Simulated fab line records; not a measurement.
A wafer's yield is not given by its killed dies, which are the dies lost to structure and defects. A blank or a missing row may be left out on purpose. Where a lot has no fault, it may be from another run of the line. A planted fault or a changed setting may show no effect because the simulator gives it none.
Matching of chambers    flow berkeleyCmos170    pecvd-04 running UCB170_V1_CVD_00: 3 sister chambers
The step deposits SiO2 from TEOS/O2, target thk 2000 nm, time 250 s. 16 wafers are shown with their chamber, then 8 later ones without.

## WAFERS WITH THEIR CHAMBER
wafer   chamber  heaterPowerW (W)  pressureMtorr (mTorr)
L850.3  1        203               8983
L850.4  2        208               9019
L850.5  0        261               9037
L852.3  0        363               8983
L852.4  1        195               9017
L852.5  2        210               9012
L856.1  1        284               8984
L856.4  2        292               9000
L856.5  0        344               8971
L853.1  0        355               9017
L853.3  2        294               8987
L853.6  0        264               8996
L860.1  0        359               9014
L860.5  2        206               8999
L860.6  0        262               8999
L865.3  2        292               9008

SIGNATURES (means of the wafers above)
reading        chamber 0  chamber 1  chamber 2  scatter within a chamber
heaterPowerW   315.43     227.33     250.33     48.5
pressureMtorr  9002.43    8994.67    9004.17    18.3
Rule: a wafer's distance from a chamber is the root of the sum, over the readings, of the square of ((its reading less the chamber's mean) divided by the reading's scatter). The wafer belongs to the nearest chamber; if the next one is less than 2 further off, it can't be placed. How the scatter is found: for the shown wafers, subtract from each reading the mean of its chamber, square and add these, divide the total by (wafers less chambers), then take the root.

## WAFERS WITHOUT THEIR CHAMBER
wafer   heaterPowerW (W)  pressureMtorr (mTorr)
L865.4  263               8964
L865.6  207               8994
L871.2  272               9015
L871.3  276               9008
L871.5  367               8998
L873.1  276               8989
L873.3  333               8997
L873.4  257               9020

## CHAMBER TAKEN BY EACH
wafer   from the rows above           in truth
L865.4  can't be placed: 1 or 2 or 0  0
L865.6  can't be placed: 1 or 2 or 0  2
L871.2  can't be placed: 2 or 0 or 1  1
L871.3  can't be placed: 2 or 0 or 1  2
L871.5  can't be placed: 0 or 2 or 1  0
L873.1  can't be placed: 2 or 1 or 0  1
L873.3  can't be placed: 0 or 2 or 1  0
L873.4  can't be placed: 2 or 1 or 0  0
0 of 8 placed correctly. Can't be placed from these rows: 8 (the true chamber is among the candidates in 8). Wrongly placed: 0.
